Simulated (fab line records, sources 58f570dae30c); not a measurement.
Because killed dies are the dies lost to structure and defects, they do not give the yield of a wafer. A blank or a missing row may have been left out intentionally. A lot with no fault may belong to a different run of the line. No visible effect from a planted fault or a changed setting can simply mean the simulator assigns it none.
Lot-split experiment / flow berkeleyCmos170 / 23 wafers read across 5 lots, on a route 331 steps long

ON THE SPLIT
At UCB170_PVT_IMPLANT_07, the setting energyKev was moved away from the recipe's 30 on 6 of the 23 wafers read, by -5.0% to -3.9%. This setting was run at the recipe's value on the other wafers.

FROM SPLIT TO READING: 1 step shown by the file between the two
- UCB170_PVT_STRIP_08: strips in O2

THE READING
PVT_TW, at UCB170_PVT_TW_MEAS_09. A value of 510 with a standard deviation of 3.1 is what fault-free wafers of this fab line usually give.

wafer=L076.1; tool, chamber at the split=implanter-01, 0; energyKev as run=30; against the recipe=recipe; PVT_TW=512; against lot-mates on the recipe=-
wafer=L076.2; tool, chamber at the split=implanter-01, 0; energyKev as run=30; against the recipe=recipe; PVT_TW=511; against lot-mates on the recipe=-
wafer=L076.4; tool, chamber at the split=implanter-01, 0; energyKev as run=30; against the recipe=recipe; PVT_TW=513; against lot-mates on the recipe=-
wafer=L076.5; tool, chamber at the split=implanter-01, 0; energyKev as run=30; against the recipe=recipe; PVT_TW=511; against lot-mates on the recipe=-
wafer=L076.6; tool, chamber at the split=implanter-01, 0; energyKev as run=30; against the recipe=recipe; PVT_TW=513; against lot-mates on the recipe=-
wafer=L079.1; tool, chamber at the split=implanter-01, 0; energyKev as run=30; against the recipe=recipe; PVT_TW=514; against lot-mates on the recipe=-
wafer=L079.4; tool, chamber at the split=implanter-01, 0; energyKev as run=30; against the recipe=recipe; PVT_TW=515; against lot-mates on the recipe=-
wafer=L079.6; tool, chamber at the split=implanter-01, 0; energyKev as run=30; against the recipe=recipe; PVT_TW=513; against lot-mates on the recipe=-
wafer=L078.1; tool, chamber at the split=implanter-02, 0; energyKev as run=30; against the recipe=recipe; PVT_TW=509; against lot-mates on the recipe=-
wafer=L078.2; tool, chamber at the split=implanter-02, 0; energyKev as run=28.49; against the recipe=-5.0%; PVT_TW=498; against lot-mates on the recipe=-9
wafer=L078.3; tool, chamber at the split=implanter-02, 0; energyKev as run=28.49; against the recipe=-5.0%; PVT_TW=501; against lot-mates on the recipe=-6
wafer=L078.5; tool, chamber at the split=implanter-02, 0; energyKev as run=28.49; against the recipe=-5.0%; PVT_TW=501; against lot-mates on the recipe=-6
wafer=L078.6; tool, chamber at the split=implanter-02, 0; energyKev as run=30; against the recipe=recipe; PVT_TW=505; against lot-mates on the recipe=-
wafer=L082.2; tool, chamber at the split=implanter-03, 0; energyKev as run=30; against the recipe=recipe; PVT_TW=508; against lot-mates on the recipe=-
wafer=L082.3; tool, chamber at the split=implanter-03, 0; energyKev as run=28.83; against the recipe=-3.9%; PVT_TW=502; against lot-mates on the recipe=-6
wafer=L082.4; tool, chamber at the split=implanter-03, 0; energyKev as run=30; against the recipe=recipe; PVT_TW=507; against lot-mates on the recipe=-
wafer=L082.5; tool, chamber at the split=implanter-03, 0; energyKev as run=28.83; against the recipe=-3.9%; PVT_TW=500; against lot-mates on the recipe=-8
wafer=L082.6; tool, chamber at the split=implanter-03, 0; energyKev as run=28.83; against the recipe=-3.9%; PVT_TW=503; against lot-mates on the recipe=-4
wafer=L084.1; tool, chamber at the split=implanter-03, 0; energyKev as run=30; against the recipe=recipe; PVT_TW=511; against lot-mates on the recipe=-
wafer=L084.2; tool, chamber at the split=implanter-03, 0; energyKev as run=30; against the recipe=recipe; PVT_TW=510; against lot-mates on the recipe=-
wafer=L084.3; tool, chamber at the split=implanter-03, 0; energyKev as run=30; against the recipe=recipe; PVT_TW=511; against lot-mates on the recipe=-
wafer=L084.4; tool, chamber at the split=implanter-03, 0; energyKev as run=30; against the recipe=recipe; PVT_TW=510; against lot-mates on the recipe=-
wafer=L084.5; tool, chamber at the split=implanter-03, 0; energyKev as run=30; against the recipe=recipe; PVT_TW=512; against lot-mates on the recipe=-

THE FIT
A straight line over all 23 wafers: PVT_TW changes by +2.23 for each +1% of energyKev; r = +0.89; the points scatter about the line by 2.4.
The same after taking each lot's own level away (the mean of its wafers on the recipe; 23 wafers): +1.43 for each +1%; r = +0.93; scatter 1.2.
The reading moves by 7.2 for the largest change in energyKev, on that fit.
The lots' own levels span 507.0 to 514.0, that is 2.3 times the standard deviation above.
In other words, the slope is changed by the lot-to-lot level; the two fits disagree.
Check: for one of the wafers moved furthest among these (-5.0%), held out of the fit, the line's prediction against its lot-mates is -6.72. It came out at -9 against them.

ADDITIONAL SPLITS CARRIED BY THESE WAFERS
Before the reading, these wafers also passed through other splits. Each is held against what the fit with the lots' levels taken away leaves over:
other split on the same wafers=UCB170_START_OXIDATION_02 tempC; wafers away from the commonest value=15; r with PVT_TW (lot level and that fit taken away)=-0.08
other split on the same wafers=UCB170_NWELL_CVD_04 sih2cl2FlowSccm; wafers away from the commonest value=10; r with PVT_TW (lot level and that fit taken away)=-0.07
other split on the same wafers=UCB170_PWELL_OXIDATION_02 tempC; wafers away from the commonest value=15; r with PVT_TW (lot level and that fit taken away)=+0.08
other split on the same wafers=UCB170_PWELL_CVD_05 timeS; wafers away from the commonest value=15; r with PVT_TW (lot level and that fit taken away)=-0.04
other split on the same wafers=UCB170_ACTIVE_CVD_05 timeS; wafers away from the commonest value=15; r with PVT_TW (lot level and that fit taken away)=-0.02
other split on the same wafers=UCB170_ACTIVE_EXPOSE_10 doseMj; wafers away from the commonest value=7; r with PVT_TW (lot level and that fit taken away)=-0.25
other split on the same wafers=UCB170_PFIELD_IMPLANT_07 doseCm2; wafers away from the commonest value=7; r with PVT_TW (lot level and that fit taken away)=+0.06

THE WHOLE CHAIN: every reading that the file lists as answering this split, in the file's order
step=UCB170_PVT_IMPLANT_07; what it does=; reading=implant.rpNm (the simulator's own value, which no gauge read); change (the file's fit)=+0.242 nm for each +1% of the setting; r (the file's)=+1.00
step=UCB170_PVT_IMPLANT_07; what it does=; reading=implant.drpNm (the simulator's own value, which no gauge read); change (the file's fit)=+0.101 nm for each +1% of the setting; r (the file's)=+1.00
step=UCB170_PVT_TW_MEAS_09; what it does=; reading=PVT_TW; change (the file's fit)=+1.44 for each +1% of the setting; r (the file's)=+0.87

THE FILE'S OWN FIT
PVT_TW changes by +1.44 for each +1% of energyKev, r = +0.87.
